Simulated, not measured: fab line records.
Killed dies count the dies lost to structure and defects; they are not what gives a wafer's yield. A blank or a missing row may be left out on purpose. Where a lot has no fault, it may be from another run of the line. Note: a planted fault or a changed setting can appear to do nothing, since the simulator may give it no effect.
fab line records -- flow rit-cmos
record lots=6, wafers=18, last-day=7
route steps=202 shown PLDD@121 SPACER@125 NSD@131 M1@202
lots untouched by any fault: they come from a run of this same line in which no faults occurred
start-h: the number of hours between the record's first day and the start of the first shown wafer of the lot -- wait-h: hours from the lot's prior step to this one -- " repeats the value in the row above -- L1.1+2: a single row standing in for several wafers -- - value missing, or start not given -- * or withheld: withheld -- < > ~ a bound
route shown NAME@n: a module of which the file shows steps, and the number in the route of the first -- usual: mean and standard deviation over wafers with no fault -- same: alike in all rows -- chamber/n: place in a boat -- sites: each site's reading -- _std_site: standard deviation across them -- _edge_site: outer sites' mean less inner sites' -- radius-mm: for every site, how far away it sits from the centre of the wafer -- mask NAME#n: copy n -- behind: the most recent tool/chamber to have shaped the wafer -- hold: reason for holding the lot/hours on hold/outcome of the hold -- device: transistor that didn't switch, given as n, p or np -- end of line: the same wafers' tests at the end of the route -- step lacking rows: just its recipe -- killed: dies that structure and defects cost at the first sort, which is not the same as the wafer's yield -- map: dies across one wafer; x = killed, . = not, _ = none there
set.NAME: the run value of the setting; set.NAME@STEP: its run value at that earlier step -- model.NAME: the simulator's own value behind a step, which no gauge read
a table for each step, a row for each wafer; lots at some steps of the route
services: the hour from which a tool's chamber was out of use, counted from the record's first day as start-h (under 0 if before that day), plus the number of hours and why
## steps
# step RIT_PLDD_HARDBAKE_07
# recipe resist=NOVOLAK, temp-c=140, time-s=60
# step RIT_PLDD_IMPLANT_08
# recipe species=BF2, energy-kev=20, dose-cm2=9e+14, tilt-deg=7
# step RIT_PLDD_STRIP_09
# recipe chemistry=O2, time-s=180, resist=NOVOLAK, platen-temp-c=withheld, power-w=500, pressure-mtorr=4000, o2-flow-sccm=4000
# usual drypump-motor-current-A=5.7/0.38
lot.wafer,tool,chamber,start-h,wait-h,drypump-motor-current-A,rf-hours-counter-h
L765.3,plasma-asher-02,1,60.13,0.1,6.1,-
L765.5,plasma-asher-02,0,60.13,0.1,5.2,-
L765.6,plasma-asher-02,1,60.13,0.1,6.0,-
L766.1,plasma-asher-04,0,60.15,0.1,5.5,27
L766.2,plasma-asher-04,1,60.15,0.1,6.1,27
L766.5,plasma-asher-04,0,60.15,0.1,5.5,-
L774.1,plasma-asher-04,1,105.18,0.1,6.1,31
L774.3,plasma-asher-04,1,105.18,0.1,6.1,-
L774.5,plasma-asher-04,0,105.18,0.1,5.5,-
L777.1,plasma-asher-02,1,117.72,0.1,6.0,49
L777.2,plasma-asher-02,0,117.72,0.1,5.2,49
L777.6,plasma-asher-02,1,117.72,0.1,6.0,-
L782.1,plasma-asher-04,1,145.11,0.1,6.1,36
L782.3,plasma-asher-04,1,145.11,0.1,6.1,-
L782.5,plasma-asher-04,1,145.11,0.1,6.1,-
L786.2,plasma-asher-02,0,163.65,0.1,5.1,54
L786.5,plasma-asher-02,1,163.65,0.1,6.0,-
L786.6,plasma-asher-02,0,163.65,0.1,5.1,-
# step RIT_PLDD_TW_MEAS_10
# usual PLDD_TW=2363/11
lot.wafer,tool,chamber,start-h,wait-h,PLDD_TW
L765.3,film-metro-03,-,60.26,0.1,2378
L765.5,film-metro-03,-,60.26,0.1,2373
L765.6,film-metro-03,-,60.26,0.1,2366
L766.1,film-metro-02,-,60.32,0.1,2345
L766.2,film-metro-02,-,60.32,0.1,2344
L766.5,film-metro-02,-,60.32,0.1,2360
L774.1,film-metro-02,-,105.36,0.1,2360
L774.3,film-metro-02,-,105.36,0.1,2375
L774.5,film-metro-02,-,105.36,0.1,2358
L777.1,film-metro-04,-,117.90,0.1,2358
L777.2,film-metro-04,-,117.90,0.1,2368
L777.6,film-metro-04,-,117.90,0.1,2360
L782.1,film-metro-04,-,145.28,0.1,2356
L782.3,film-metro-04,-,145.28,0.1,2377
L782.5,film-metro-04,-,145.28,0.1,2353
L786.2,film-metro-02,-,163.84,0.1,2362
L786.5,film-metro-02,-,163.84,0.1,2364
L786.6,film-metro-02,-,163.84,0.1,2364
# step RIT_SPACER_CLEAN_00
# recipe chemistry=SC1, mix=3:3:50, time-s=600, temp-c=75
# step RIT_SPACER_CLEAN_01
# recipe chemistry=dHF, dilution=50:1, time-s=30
# step RIT_SPACER_CLEAN_02
# recipe chemistry=SC2, mix=3:3:50, time-s=600, temp-c=75, dry=n2-spin
# step RIT_SPACER_CVD_03
# recipe material=Si3N4, target-thk-nm=250, temp-c=810, precursor=SiH2Cl2/NH3, time-s=3300, pressure-mtorr=300, sih2cl2-flow-sccm=60, nh3-flow-sccm=150
# step RIT_SPACER_THK_MEAS_04
# recipe reads=Si3N4_of_SPACER_CVD_03
# usual SPACER_NITRIDE_THK=251.7/1.9
lot.wafer,tool,chamber,start-h,wait-h,SPACER_NITRIDE_THK[nm]
L765.3,film-metro-03,-,62.61,0.0,252.7
L765.5,film-metro-03,-,62.61,0.0,252.7
L765.6,film-metro-03,-,62.61,0.0,251.1
L766.1,film-metro-01,-,62.70,0.0,251.0
L766.2,film-metro-01,-,62.70,0.0,252.6
L766.5,film-metro-01,-,62.70,0.0,250.4
L774.1,film-metro-02,-,107.70,0.0,253.4
L774.3,film-metro-02,-,107.70,0.0,250.3
L774.5,film-metro-02,-,107.70,0.0,253.0
L777.1,film-metro-02,-,121.20,0.0,255.7
L777.2,film-metro-02,-,121.20,0.0,254.8
L777.6,film-metro-02,-,121.20,0.0,254.9
L782.1,film-metro-02,-,147.63,0.0,250.4
L782.3,film-metro-02,-,147.63,0.0,252.6
L782.5,film-metro-02,-,147.63,0.0,252.1
L786.2,film-metro-01,-,166.22,0.0,249.5
L786.5,film-metro-01,-,166.22,0.0,250.0
L786.6,film-metro-01,-,166.22,0.0,250.4
# step RIT_SPACER_ETCHBACK_05
# recipe target-depth-a=2500, SF6_flow_sccm=30, CHF3_flow_sccm=30, target=Si3N4, chemistry=SF6/CHF3, pressure-mtorr=40, rf-w=250, time-s=240, stop-on=SiO2
# usual drypump-motor-current-A=5.7/0.4, oes-product-au=0.849/0.011, throttle-valve-pct=10.24/0.13
lot.wafer,tool,chamber,start-h,wait-h,drypump-motor-current-A,oes-product-au,rf-hours-counter-h,throttle-valve-pct
L765.3,rie-diel-01,0,62.65,0.0,5.4,0.856,73,10.17
L765.5,rie-diel-01,3,62.65,0.0,5.2,0.841,-,10.23
L765.6,rie-diel-01,2,62.65,0.0,5.3,0.828,-,10.39
L766.1,rie-diel-03,2,62.76,0.1,6.1,0.860,28,10.24
L766.2,rie-diel-03,3,62.76,0.1,6.1,0.847,40,9.98
L766.5,rie-diel-03,2,62.76,0.1,6.0,0.856,-,10.26
L774.1,rie-diel-04,0,107.76,0.1,5.7,0.852,4,10.25
L774.3,rie-diel-04,1,107.76,0.1,5.6,0.837,133,10.57
L774.5,rie-diel-04,3,107.76,0.1,6.7,0.872,-,10.18
L777.1,rie-diel-04,2,121.26,0.1,6.0,0.857,1,10.30
L777.2,rie-diel-04,1,121.26,0.1,5.6,0.847,134,10.57
L777.6,rie-diel-04,2,121.26,0.1,6.0,0.852,-,10.31
L782.1,rie-diel-01,2,147.69,0.1,5.3,0.821,10,10.39
L782.3,rie-diel-01,3,147.69,0.1,5.2,0.845,79,10.22
L782.5,rie-diel-01,3,147.69,0.1,5.2,0.845,-,10.23
L786.2,rie-diel-03,2,166.27,0.0,6.1,0.856,30,10.25
L786.5,rie-diel-03,1,166.27,0.0,5.7,0.861,-,10.07
L786.6,rie-diel-03,2,166.27,0.0,6.1,0.854,-,10.26
# step RIT_NSD_HMDS_00
# recipe prime-time-s=60, prime-temp-c=140
# step RIT_NSD_COAT_01
# recipe resist=NOVOLAK, spin-rpm=3250, resist-thk-nm=1000
# step RIT_NSD_SOFTBAKE_02
# recipe resist=NOVOLAK, temp-c=90, time-s=60
# usual chill-plate-temp-C=22.99/0.093, heater-power-total-W=34.57/0.048, plate-temp-C=89.98/0.12
lot.wafer,tool,chamber,start-h,wait-h,chill-plate-temp-C,heater-power-total-W,plate-temp-C
L765.3,litho-track-03,0,63.15,0.1,22.90,34.49,90.12
L765.5,litho-track-03,0,63.15,0.1,22.86,34.49,89.74
L765.6,litho-track-03,0,63.15,0.1,23.00,34.49,89.94
L766.1,litho-track-04,0,63.21,0.1,23.11,34.61,89.99
L766.2,litho-track-04,0,63.21,0.1,23.03,34.50,89.82
L766.5,litho-track-04,0,63.21,0.1,22.91,34.60,89.94
L774.1,litho-track-04,0,108.21,0.1,22.85,33.72,88.23
L774.3,litho-track-04,0,108.21,0.1,22.96,33.76,88.37
L774.5,litho-track-04,0,108.21,0.1,23.03,33.66,88.20
L777.1,litho-track-04,0,121.79,0.1,23.10,33.66,88.38
L777.2,litho-track-04,0,121.79,0.1,22.92,33.65,88.43
L777.6,litho-track-04,0,121.79,0.1,23.09,33.74,88.43
L782.1,litho-track-03,0,148.14,0.1,23.12,34.53,89.99
L782.3,litho-track-03,0,148.14,0.1,22.94,34.55,90.11
L782.5,litho-track-03,0,148.14,0.1,22.97,34.58,90.02
L786.2,litho-track-03,0,166.74,0.1,23.16,34.57,89.99
L786.5,litho-track-03,0,166.74,0.1,23.09,34.59,90.02
L786.6,litho-track-03,0,166.74,0.1,23.11,34.50,90.05
# step RIT_NSD_EXPOSE_03
# recipe mask-id=M9, na=0.57, target-cd-nm=40700, dose-mj=250
# step RIT_M1_PROBE_99
# usual killed-at-contacts=0.1/0.27, killed-at-front-end=7/3.1, killed-dies=7/3.1, killed-open=3.3/2.1, killed-short=3.5/2
# same gross-dies=264, killed_at_M0_to_M3=0, killed_at_M4_up=0, killed-at-back-side=0, killed-at-other=0
lot.wafer,tool,chamber,start-h,wait-h,killed-at-contacts,killed-at-front-end,killed-dies,killed-open,killed-short
L765.3,prober-02,-,74.39,0.2,0,10,10,5,5
L765.5,prober-02,-,74.49,0.2,0,6,6,2,3
L765.6,prober-02,-,74.54,0.2,0,6,6,3,3
L774.1,prober-01,-,119.18,0.1,0,11,11,8,3
L774.3,prober-01,-,119.28,0.2,0,12,12,6,6
L774.5,prober-01,-,119.38,0.2,0,4,4,2,2
L786.2,prober-02,-,177.54,0.1,0,6,6,3,3
L786.5,prober-02,-,177.69,0.2,0,2,2,0,2
L786.6,prober-02,-,177.74,0.2,0,2,2,0,2
# killed by level:class
L765.3 GATE:geometric-particle:open=4 FOX1:geometric-particle:short=2 FOX1:geometric-particle:open=1 REOX:geometric-particle:short=1 SPACER:geometric-particle:short=1 SILICIDE:geometric-particle:short=1
L765.5 FOX1:geometric-particle:short=2 FOX1:geometric-particle:open=1 GATE:geometric-particle:open=1 SPACER:geometric-particle:short=1 PWELL:coat-microbubble-printed=1
L765.6 GATE:geometric-particle:short=2 FOX1:geometric-particle:open=1 GATE:geometric-particle:open=1 SPACER:geometric-particle:short=1 SPACER:geometric-particle:open=1
L774.1 FOX1:geometric-particle:open=5 GATE:geometric-particle:open=2 REOX:geometric-particle:short=2 FOX1:geometric-particle:short=1 SILICIDE:geometric-particle:open=1
L774.3 FOX1:geometric-particle:short=2 FOX1:geometric-particle:open=2 GATE:geometric-particle:short=2 FOX2:geometric-particle:short=1 FOX2:geometric-particle:open=1 GATE:geometric-particle:open=1 REOX:geometric-particle:open=1 SPACER:geometric-particle:open=1
L774.5 GATE:geometric-particle:short=1 GATE:geometric-particle:open=1 REOX:geometric-particle:open=1 SILICIDE:geometric-particle:short=1
L786.2 GATE:geometric-particle:open=2 REOX:geometric-particle:short=2 FOX2:geometric-particle:open=1 GATE:geometric-particle:short=1
L786.5 FOX1:geometric-particle:short=1 GATE:geometric-particle:short=1
L786.6 FOX1:geometric-particle:short=1 GATE:geometric-particle:short=1
## services
tool,chamber,start-h,hours,kind
rie-diel-04,1,47.57,5.1,repair
rie-diel-04,2,63.02,-,clean
rie-diel-04,2,63.02,15.6,scheduled-down
rie-diel-04,2,63.02,15.6,vent-cycle
rie-diel-01,3,63.98,7.8,repair
rie-diel-04,0,76.60,4.9,repair
rie-diel-04,1,82.63,4.9,repair
rie-diel-01,1,114.14,8.1,repair
plasma-asher-02,-,128.81,0.6,repair
rie-diel-04,-,145.20,1.9,repair
## key
first-sign step=RIT_NSD_SOFTBAKE_02, reading=heater-power-total-W, direction=down, sigmas=18, usual=34.57, struck=33.70
effect step=RIT_NSD_SOFTBAKE_02, reading=plate-temp-C, direction=down, sigmas=13, usual=*, struck=*
met-at RIT_NSD_SOFTBAKE_02
struck-wafers L774.1,L774.3,L774.5,L777.1,L777.2,L777.6
tester-left-out L774,L777
onset-between 63.21 108.21
fault kind=process-parameter-drift, tool=litho-track-04, chamber=-, onset-h=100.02, steps=RIT_NSD_SOFTBAKE_02, channel=temp-c, offset=*, shape=step, end-h=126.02, acts-in=*, stated=*
# tester-left-out: of these lots the tester's yield and bins aren't shown, on N5 and GAA mostly nor the transistor test; their killed dies are dies lost to structure and defects alone, not to doping, threshold or leakage, so they don't give the yield
